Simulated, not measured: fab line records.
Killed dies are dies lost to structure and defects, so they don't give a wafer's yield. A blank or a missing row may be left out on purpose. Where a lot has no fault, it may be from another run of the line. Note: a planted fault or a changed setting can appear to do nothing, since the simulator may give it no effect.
fab line records | flow rit-cmos
record lots=14 | wafers=42 | last-day=7
route steps=202 shown NRETRO@62 NLDD@111 CONTACT@180 M1@198
lots with no fault: from the same line, run without faults
start-h: the number of hours between the record's first day and the start of the first shown wafer of the lot | wait-h: how many hours have passed since the lot's step before this one | " repeats the value in the row above | L1.1+2: one row covering several wafers at once | - no value present, or no start provided | * or withheld: withheld | < > ~ a bound
route shown NAME@n: names a module that has steps shown in the file, with the first one's number in the route | usual: the fault-free wafers' mean and standard deviation | same: alike in all rows | chamber/n: place in a boat | sites: readings site by site | _std_site: their standard deviation | _edge_site: outer sites' mean less inner sites' | radius-mm: for every site, how far away it sits from the centre of the wafer | mask NAME#n: copy n | behind: the tool/chamber that last shaped the wafer | hold: reason for holding the lot/hours on hold/outcome of the hold | device: transistor that didn't switch, given as n, p or np | end of line: the route-end tests of the same wafers | a step with no rows: only its recipe | killed: the dies lost at the first sort to structure and to defects; this is not the yield of the wafer | map: a wafer's dies, x killed, . not, _ none there
set.NAME: setting as actually run; set.NAME@STEP: the setting as run at that earlier step | model.NAME: the simulator's own value behind a step, which no gauge read
the route's steps for a sample of lots (tables are steps, rows are wafers)
services: from which hour (start-h, from the record's first day; less than 0 if before it) a tool's chamber was out of use, for how many hours, and why
## steps
# step RIT_NRETRO_STRIP_09
# recipe chemistry=O2 | time-s=180 | resist=NOVOLAK | platen-temp-c=withheld | power-w=500 | pressure-mtorr=4000 | o2-flow-sccm=4000
# usual drypump-motor-current-A=5.7/0.5
lot.wafer | tool            | chamber | start-h | wait-h | drypump-motor-current-A | rf-hours-counter-h
L715.2    | plasma-asher-03 | 1       | 31.63   | 0.1    | 6.1                     | 41
L715.3    | "               | 1       | "       | "      | 6.1                     | -
L715.4    | "               | 0       | "       | "      | 5.8                     | -
L717.1    | plasma-asher-02 | 1       | 39.71   | 0.1    | 4.7                     | 26
L717.2    | "               | 0       | "       | "      | 5.7                     | 26
L717.5    | "               | 0       | "       | "      | 5.7                     | -
L718.1    | plasma-asher-01 | 1       | 45.34   | 0.1    | 6.0                     | 37
L718.3    | "               | 1       | "       | "      | 6.0                     | -
L718.4    | "               | 0       | "       | "      | 6.4                     | -
L719.2    | plasma-asher-03 | 1       | 50.16   | 0.1    | 6.0                     | 42
L719.4    | "               | 0       | "       | "      | 5.9                     | -
L719.5    | "               | 0       | "       | "      | 5.9                     | -
L721.1    | plasma-asher-01 | 1       | 60.56   | 0.1    | 6.0                     | 39
L721.3    | "               | 1       | "       | "      | 6.0                     | -
L721.4    | "               | 0       | "       | "      | 6.3                     | -
L722.1    | plasma-asher-02 | 1       | 64.40   | 0.1    | 4.7                     | 29
L722.2    | "               | 0       | "       | "      | 5.7                     | 29
L722.5    | "               | 1       | "       | "      | 4.7                     | -
L723.1    | plasma-asher-02 | 0       | 69.29   | 0.1    | 5.7                     | 29
L723.2    | "               | 1       | "       | "      | 4.7                     | 29
L723.5    | "               | 1       | "       | "      | 4.7                     | -
L724.1    | plasma-asher-03 | 1       | 75.23   | 0.1    | 6.0                     | 45
L724.4    | "               | 0       | "       | "      | 5.8                     | -
L724.6    | "               | 1       | "       | "      | 6.1                     | -
L725.1    | plasma-asher-02 | 0       | 80.01   | 0.1    | 5.7                     | 30
L725.3    | "               | 1       | "       | "      | 4.7                     | -
L725.6    | "               | 1       | "       | "      | 4.7                     | -
L726.1    | plasma-asher-02 | 0       | 85.09   | 0.1    | 5.7                     | 31
L726.2    | "               | 1       | "       | "      | 4.7                     | 31
L726.5    | "               | 1       | "       | "      | 4.7                     | -
L733.2    | plasma-asher-03 | 1       | 124.68  | 0.1    | 6.1                     | 50
L733.3    | "               | 1       | "       | "      | 6.0                     | -
L733.5    | "               | 1       | "       | "      | 6.0                     | -
L736.1    | plasma-asher-03 | 0       | 135.61  | 0.1    | 5.9                     | 51
L736.5    | "               | 1       | "       | "      | 6.0                     | -
L736.6    | "               | 0       | "       | "      | 5.9                     | -
L737.2    | plasma-asher-03 | 1       | 140.39  | 0.1    | 6.0                     | 51
L737.5    | "               | 1       | "       | "      | 6.0                     | -
L737.6    | "               | 0       | "       | "      | 5.9                     | -
L738.1    | plasma-asher-02 | 1       | 144.84  | 0.1    | 4.7                     | 37
L738.2    | "               | 0       | "       | "      | 5.7                     | 37
L738.3    | "               | 1       | "       | "      | 4.7                     | -
# step RIT_NLDD_IMPLANT_08
# recipe species=P | energy-kev=20 | dose-cm2=5e+14 | tilt-deg=6.779
# usual dose-ions-cm2=5e+14/5e+11 | end-station-pressure-torr=6.2e-06/3.3e-07 | faraday-current-uA=1569/30
lot.wafer | tool         | chamber | start-h | wait-h | dose-ions-cm2 | end-station-pressure-torr | faraday-current-uA
L715.2    | implanter-02 | 0       | 42.58   | 0.1    | 4.992e+14     | 5.9e-06                   | 1548
L715.3    | "            | 0       | "       | "      | 5.005e+14     | 6.3e-06                   | 1568
L715.4    | "            | 0       | "       | "      | 4.994e+14     | 5.9e-06                   | 1580
L717.1    | implanter-02 | 0       | 52.95   | 0.1    | 5e+14         | 6.4e-06                   | 1558
L717.2    | "            | 0       | "       | "      | 5.001e+14     | 6.1e-06                   | 1595
L717.5    | "            | 0       | "       | "      | 5.003e+14     | 5.9e-06                   | 1585
L718.1    | implanter-03 | 0       | 56.52   | 0.1    | 4.998e+14     | 6.5e-06                   | 1598
L718.3    | "            | 0       | "       | "      | 5.003e+14     | 6.5e-06                   | 1552
L718.4    | "            | 0       | "       | "      | 5.003e+14     | 6.4e-06                   | 1593
L719.2    | implanter-01 | 0       | 62.73   | 0.1    | 4.999e+14     | 6e-06                     | 1563
L719.4    | "            | 0       | "       | "      | 4.999e+14     | 6.1e-06                   | 1584
L719.5    | "            | 0       | "       | "      | 4.984e+14     | 6.8e-06                   | 1578
L721.1    | implanter-03 | 0       | 71.72   | 0.1    | 4.998e+14     | 6.1e-06                   | 1582
L721.3    | "            | 0       | "       | "      | 5.004e+14     | 6.1e-06                   | 1592
L721.4    | "            | 0       | "       | "      | 4.999e+14     | 6.4e-06                   | 1593
L722.1    | implanter-02 | 0       | 77.21   | 0.1    | 5.001e+14     | 5.8e-06                   | 1575
L722.2    | "            | 0       | "       | "      | 5.005e+14     | 6.9e-06                   | 1557
L722.5    | "            | 0       | "       | "      | 5.004e+14     | 6.3e-06                   | 1513
L723.1    | implanter-03 | 0       | 81.40   | 0.1    | 1.001e+14     | 5.6e-06                   | 305
L723.2    | "            | 0       | "       | "      | 9.99e+13      | 5.2e-06                   | 323
L723.5    | "            | 0       | "       | "      | 9.98e+13      | 5.3e-06                   | 314
L724.1    | implanter-02 | 0       | 92.48   | 0.1    | 4.994e+14     | 6.8e-06                   | 1518
L724.4    | "            | 0       | "       | "      | 4.997e+14     | 6.4e-06                   | 1591
L724.6    | "            | 0       | "       | "      | 4.997e+14     | 6e-06                     | 1601
L725.1    | implanter-03 | 0       | 92.82   | 0.1    | 9.94e+13      | 4.9e-06                   | 317
L725.3    | "            | 0       | "       | "      | 9.92e+13      | 5.2e-06                   | 318
L725.6    | "            | 0       | "       | "      | 9.97e+13      | 4.8e-06                   | 307
L726.1    | implanter-01 | 0       | 97.66   | 0.1    | 5.01e+14      | 5.7e-06                   | 1543
L726.2    | "            | 0       | "       | "      | 4.997e+14     | 6.3e-06                   | 1634
L726.5    | "            | 0       | "       | "      | 5.001e+14     | 5.7e-06                   | 1535
L733.2    | implanter-01 | 0       | 137.42  | 0.1    | 4.997e+14     | 6.4e-06                   | 1580
L733.3    | "            | 0       | "       | "      | 4.993e+14     | 6e-06                     | 1501
L733.5    | "            | 0       | "       | "      | 4.995e+14     | 7.1e-06                   | 1554
L736.1    | implanter-02 | 0       | 147.26  | 0.1    | 4.99e+14      | 6.1e-06                   | 1568
L736.5    | "            | 0       | "       | "      | 4.99e+14      | 6.3e-06                   | 1612
L736.6    | "            | 0       | "       | "      | 4.992e+14     | 6.2e-06                   | 1610
L737.2    | implanter-02 | 0       | 151.58  | 0.1    | 4.996e+14     | 5.9e-06                   | 1571
L737.5    | "            | 0       | "       | "      | 4.996e+14     | 6.5e-06                   | 1602
L737.6    | "            | 0       | "       | "      | 4.995e+14     | 6.4e-06                   | 1572
L738.1    | implanter-01 | 0       | 157.08  | 0.1    | 4.989e+14     | 5.9e-06                   | 1544
L738.2    | "            | 0       | "       | "      | 5e+14         | 6.2e-06                   | 1564
L738.3    | "            | 0       | "       | "      | 5.004e+14     | 6.1e-06                   | 1573
# step RIT_NLDD_TW_MEAS_10
# usual NLDD_TW=2516/23
lot.wafer | tool          | chamber | start-h | wait-h | NLDD_TW
L715.2    | film-metro-04 | -       | 42.89   | 0.1    | 2507
L715.3    | "             | -       | "       | "      | 2500
L715.4    | "             | -       | "       | "      | 2509
L717.1    | film-metro-02 | -       | 53.27   | 0.1    | 2552
L717.2    | "             | -       | "       | "      | 2548
L717.5    | "             | -       | "       | "      | 2554
L718.1    | film-metro-04 | -       | 56.85   | 0.1    | 2501
L718.3    | "             | -       | "       | "      | 2512
L718.4    | "             | -       | "       | "      | 2510
L719.2    | film-metro-04 | -       | 63.04   | 0.1    | 2510
L719.4    | "             | -       | "       | "      | 2512
L719.5    | "             | -       | "       | "      | 2505
L721.1    | film-metro-03 | -       | 72.05   | 0.1    | 2483
L721.3    | "             | -       | "       | "      | 2483
L721.4    | "             | -       | "       | "      | 2496
L722.1    | film-metro-04 | -       | 77.53   | 0.1    | 2487
L722.2    | "             | -       | "       | "      | 2487
L722.5    | "             | -       | "       | "      | 2503
L723.1    | film-metro-03 | -       | 81.73   | 0.1    | 1565
L723.2    | "             | -       | "       | "      | 1567
L723.5    | "             | -       | "       | "      | 1550
L724.1    | film-metro-02 | -       | 92.80   | 0.1    | 2558
L724.4    | "             | -       | "       | "      | 2565
L724.6    | "             | -       | "       | "      | 2544
L725.1    | film-metro-04 | -       | 93.15   | 0.1    | 1543
L725.3    | "             | -       | "       | "      | 1547
L725.6    | "             | -       | "       | "      | 1555
L726.1    | film-metro-04 | -       | 97.98   | 0.1    | 2492
L726.2    | "             | -       | "       | "      | 2487
L726.5    | "             | -       | "       | "      | 2500
L733.2    | film-metro-04 | -       | 137.73  | 0.1    | 2509
L733.3    | "             | -       | "       | "      | 2498
L733.5    | "             | -       | "       | "      | 2505
L736.1    | film-metro-03 | -       | 147.59  | 0.1    | 2506
L736.5    | "             | -       | "       | "      | 2487
L736.6    | "             | -       | "       | "      | 2501
L737.2    | film-metro-03 | -       | 151.89  | 0.1    | 2521
L737.5    | "             | -       | "       | "      | 2510
L737.6    | "             | -       | "       | "      | 2508
L738.1    | film-metro-02 | -       | 157.41  | 0.1    | 2541
L738.2    | "             | -       | "       | "      | 2539
L738.3    | "             | -       | "       | "      | 2538
# step RIT_SDANNEAL_RS_MEAS_07
# recipe thk-meas-gauge=four-point-probe
# usual NLDD_RS=151.7/0.57
lot.wafer | tool          | chamber | start-h | wait-h | NLDD_RS[ohm/sq]
L715.2    | film-metro-04 | -       | 50.92   | 0.1    | 151.5
L715.3    | "             | -       | "       | "      | 152.0
L715.4    | "             | -       | "       | "      | 151.6
L717.1    | film-metro-03 | -       | 61.20   | 0.1    | 150.9
L717.2    | "             | -       | "       | "      | 150.8
L717.5    | "             | -       | "       | "      | 150.9
L718.1    | film-metro-03 | -       | 64.94   | 0.1    | 152.0
L718.3    | "             | -       | "       | "      | 152.0
L718.4    | "             | -       | "       | "      | 152.3
L719.2    | film-metro-03 | -       | 70.93   | 0.1    | 150.7
L719.4    | "             | -       | "       | "      | 151.3
L719.5    | "             | -       | "       | "      | 151.1
L721.1    | film-metro-03 | -       | 80.15   | 0.1    | 152.9
L721.3    | "             | -       | "       | "      | 152.7
L721.4    | "             | -       | "       | "      | 152.2
L722.1    | film-metro-03 | -       | 85.16   | 0.1    | 151.2
L722.2    | "             | -       | "       | "      | 151.4
L722.5    | "             | -       | "       | "      | 151.0
L723.1    | film-metro-04 | -       | 90.91   | 0.1    | 509.1
L723.2    | "             | -       | "       | "      | 515.8
L723.5    | "             | -       | "       | "      | 515.8
L724.1    | film-metro-02 | -       | 100.72  | 0.1    | 151.0
L724.4    | "             | -       | "       | "      | 150.9
L724.6    | "             | -       | "       | "      | 151.8
L725.1    | film-metro-04 | -       | 102.51  | 0.1    | 520.5
L725.3    | "             | -       | "       | "      | 511.7
L725.6    | "             | -       | "       | "      | 512.9
L726.1    | film-metro-04 | -       | 105.88  | 0.1    | 151.5
L726.2    | "             | -       | "       | "      | 151.9
L726.5    | "             | -       | "       | "      | 151.6
L733.2    | film-metro-04 | -       | 145.98  | 0.1    | 151.3
L733.3    | "             | -       | "       | "      | 151.5
L733.5    | "             | -       | "       | "      | 151.1
L736.1    | film-metro-02 | -       | 155.22  | 0.1    | 152.5
L736.5    | "             | -       | "       | "      | 151.9
L736.6    | "             | -       | "       | "      | 151.8
L737.2    | film-metro-02 | -       | 159.88  | 0.1    | 152.2
L737.5    | "             | -       | "       | "      | 151.6
L737.6    | "             | -       | "       | "      | 152.1
L738.1    | film-metro-02 | -       | 165.79  | 0.1    | 152.4
L738.2    | "             | -       | "       | "      | 153.1
L738.3    | "             | -       | "       | "      | 151.5
# step RIT_CONTACT_STRIP_12
# recipe chemistry=O2 | time-s=180 | resist=NOVOLAK | platen-temp-c=withheld | power-w=500 | pressure-mtorr=4000 | o2-flow-sccm=4000
# usual drypump-motor-current-A=5.6/0.57
lot.wafer | tool            | chamber | start-h | wait-h | drypump-motor-current-A | rf-hours-counter-h
L715.2    | plasma-asher-04 | 0       | 53.12   | 0.1    | 5.0                     | 41
L715.3    | "               | 0       | "       | "      | 5.0                     | -
L715.4    | "               | 1       | "       | "      | 6.2                     | -
L717.1    | plasma-asher-04 | 0       | 63.56   | 0.1    | 5.0                     | 42
L717.2    | "               | 1       | "       | "      | 6.3                     | 42
L717.5    | "               | 0       | "       | "      | 5.0                     | -
L718.1    | plasma-asher-02 | 1       | 67.15   | 0.1    | 4.7                     | 29
L718.3    | "               | 1       | "       | "      | 4.7                     | -
L718.4    | "               | 0       | "       | "      | 5.8                     | -
L719.2    | plasma-asher-04 | 1       | 73.41   | 0.1    | 6.3                     | 43
L719.4    | "               | 0       | "       | "      | 5.0                     | -
L719.5    | "               | 1       | "       | "      | 6.3                     | -
L721.1    | plasma-asher-03 | 1       | 82.72   | 0.1    | 6.0                     | 45
L721.3    | "               | 0       | "       | "      | 5.9                     | -
L721.4    | "               | 1       | "       | "      | 6.1                     | -
L722.1    | plasma-asher-04 | 0       | 87.44   | 0.1    | 5.0                     | 44
L722.2    | "               | 1       | "       | "      | 6.2                     | 44
L722.5    | "               | 1       | "       | "      | 6.3                     | -
L723.1    | plasma-asher-03 | 1       | 93.31   | 0.1    | 6.0                     | 47
L723.2    | "               | 0       | "       | "      | 5.9                     | 47
L723.5    | "               | 0       | "       | "      | 5.9                     | -
L724.1    | plasma-asher-02 | 1       | 103.06  | 0.1    | 4.7                     | 33
L724.4    | "               | 0       | "       | "      | 5.7                     | -
L724.6    | "               | 0       | "       | "      | 5.7                     | -
L725.1    | plasma-asher-04 | 1       | 104.78  | 0.1    | 6.3                     | 46
L725.3    | "               | 0       | "       | "      | 5.0                     | -
L725.6    | "               | 0       | "       | "      | 5.0                     | -
L726.1    | plasma-asher-04 | 0       | 108.10  | 0.1    | 5.0                     | 47
L726.2    | "               | 1       | "       | "      | 6.2                     | 47
L726.5    | "               | 0       | "       | "      | 5.0                     | -
L733.2    | plasma-asher-03 | 0       | 148.35  | 0.1    | 5.9                     | 52
L733.3    | "               | 1       | "       | "      | 6.0                     | -
L733.5    | "               | 0       | "       | "      | 5.9                     | -
L736.1    | plasma-asher-02 | 0       | 157.98  | 0.1    | 5.7                     | 39
L736.5    | "               | 1       | "       | "      | 4.7                     | -
L736.6    | "               | 0       | "       | "      | 5.7                     | -
L737.2    | plasma-asher-03 | 0       | 162.08  | 0.1    | 5.9                     | 54
L737.5    | "               | 1       | "       | "      | 6.0                     | -
L737.6    | "               | 0       | "       | "      | 5.9                     | -
L738.1    | plasma-asher-02 | 1       | 168.17  | 0.1    | 4.7                     | 40
L738.2    | "               | 0       | "       | "      | 5.7                     | 40
L738.3    | "               | 0       | "       | "      | 5.7                     | -
# step RIT_M1_STRIP_14
# recipe chemistry=O2 | time-s=184.4 | platen-temp-c=withheld | power-w=500 | pressure-mtorr=4000 | o2-flow-sccm=4000
# usual drypump-motor-current-A=5.8/0.51
lot.wafer | tool            | chamber | start-h | wait-h | drypump-motor-current-A | rf-hours-counter-h
L715.2    | plasma-asher-02 | 0       | 56.02   | 0.0    | 5.7                     | 28
L715.3    | "               | 0       | "       | "      | 5.7                     | -
L715.4    | "               | 1       | "       | "      | 4.7                     | -
L717.1    | plasma-asher-03 | 0       | 66.41   | 0.0    | 5.9                     | 44
L717.2    | "               | 1       | "       | "      | 6.0                     | 44
L717.5    | "               | 0       | "       | "      | 5.9                     | -
L718.1    | plasma-asher-02 | 1       | 70.11   | 0.0    | 4.7                     | 29
L718.3    | "               | 0       | "       | "      | 5.7                     | -
L718.4    | "               | 1       | "       | "      | 4.7                     | -
L719.2    | plasma-asher-03 | 0       | 76.54   | 0.0    | 5.8                     | 45
L719.4    | "               | 1       | "       | "      | 6.0                     | -
L719.5    | "               | 1       | "       | "      | 6.0                     | -
L721.1    | plasma-asher-03 | 1       | 85.60   | 0.0    | 6.0                     | 46
L721.3    | "               | 0       | "       | "      | 5.9                     | -
L721.4    | "               | 1       | "       | "      | 6.0                     | -
L722.1    | plasma-asher-01 | 1       | 90.38   | 0.0    | 6.0                     | 42
L722.2    | "               | 0       | "       | "      | 6.4                     | 42
L722.5    | "               | 0       | "       | "      | 6.3                     | -
L723.1    | plasma-asher-01 | 0       | 96.18   | 0.0    | 6.4                     | 42
L723.2    | "               | 1       | "       | "      | 6.0                     | 42
L723.5    | "               | 0       | "       | "      | 6.4                     | -
L724.1    | plasma-asher-01 | 1       | 105.97  | 0.0    | 6.0                     | 43
L724.4    | "               | 0       | "       | "      | 6.3                     | -
L724.6    | "               | 0       | "       | "      | 6.3                     | -
L725.1    | plasma-asher-03 | 1       | 107.86  | 0.0    | 6.0                     | 48
L725.3    | "               | 0       | "       | "      | 5.9                     | -
L725.6    | "               | 0       | "       | "      | 5.9                     | -
L726.1    | plasma-asher-03 | 0       | 110.96  | 0.0    | 5.9                     | 48
L726.2    | "               | 1       | "       | "      | 6.0                     | 48
L726.5    | "               | 0       | "       | "      | 5.9                     | -
L733.2    | plasma-asher-02 | 0       | 151.11  | 0.0    | 5.7                     | 38
L733.3    | "               | 0       | "       | "      | 5.7                     | -
L733.5    | "               | 1       | "       | "      | 4.7                     | -
L736.1    | plasma-asher-02 | 1       | 160.87  | 0.0    | 4.7                     | 39
L736.5    | "               | 0       | "       | "      | 5.7                     | -
L736.6    | "               | 1       | "       | "      | 4.7                     | -
L737.2    | plasma-asher-02 | 1       | 164.82  | 0.0    | 4.7                     | 40
L737.5    | "               | 1       | "       | "      | 4.7                     | -
L737.6    | "               | 0       | "       | "      | 5.7                     | -
L738.1    | plasma-asher-03 | 0       | 170.94  | 0.0    | 5.9                     | 55
L738.2    | "               | 1       | "       | "      | 6.1                     | 55
L738.3    | "               | 0       | "       | "      | 5.8                     | -
## services
tool            | chamber | start-h | hours | kind
implanter-01    | -       | 14.11   | 2.7   | repair
plasma-asher-03 | -       | 45.88   | 4.0   | pm
implanter-02    | -       | 80.39   | 3.7   | pm
implanter-01    | -       | 84.30   | 6.2   | repair
plasma-asher-03 | -       | 108.71  | 1.9   | repair
plasma-asher-01 | -       | 108.75  | 9.0   | pm
plasma-asher-01 | 0       | 108.75  | 9.0   | vent-cycle
plasma-asher-01 | 1       | 108.75  | 9.0   | vent-cycle
plasma-asher-01 | -       | 115.26  | 0.9   | repair
plasma-asher-01 | 0       | 117.75  | -     | clean
plasma-asher-01 | 1       | 117.75  | -     | clean
plasma-asher-03 | -       | 130.36  | 2.8   | pm
implanter-03    | -       | 130.60  | 10.6  | repair
implanter-03    | -       | 141.21  | 2.9   | pm
implanter-01    | -       | 143.32  | 5.2   | pm
implanter-01    | -       | 161.27  | 2.5   | repair
## key
first-sign step=RIT_NLDD_IMPLANT_08 | reading=dose-ions-cm2 | direction=down | sigmas=99+ | usual=5e+14 | struck=9.97e+13
effect step=RIT_NLDD_IMPLANT_08 | reading=faraday-current-uA | direction=down | sigmas=42 | usual=1569 | struck=314
effect step=RIT_NLDD_TW_MEAS_10 | reading=NLDD_TW | direction=down | sigmas=41 | usual=2516 | struck=1555
effect step=RIT_SDANNEAL_RS_MEAS_07 | reading=NLDD_RS | direction=up | sigmas=99+ | usual=151.7 | struck=514.3
met-at RIT_NLDD_IMPLANT_08
struck-lots L723,L725
tester-left-out L723,L725
not-acting-at RIT_NRETRO_STRIP_09,RIT_CONTACT_STRIP_12,RIT_M1_STRIP_14
onset-between 71.72 81.40
fault kind=process-parameter-drift | tool=implanter-03 | chamber=- | onset-h=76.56 | steps=RIT_NLDD_IMPLANT_08 | channel=dose-cm2 | offset=-4e+14 | shape=step | end-h=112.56 | acts-in=these-recipes-only | stated=5e+14
# tester-left-out: of these lots the tester's yield and bins aren't shown, on N5 and GAA mostly nor the transistor test; their killed dies are dies lost to structure and defects alone, not to doping, threshold or leakage, so they don't give the yield
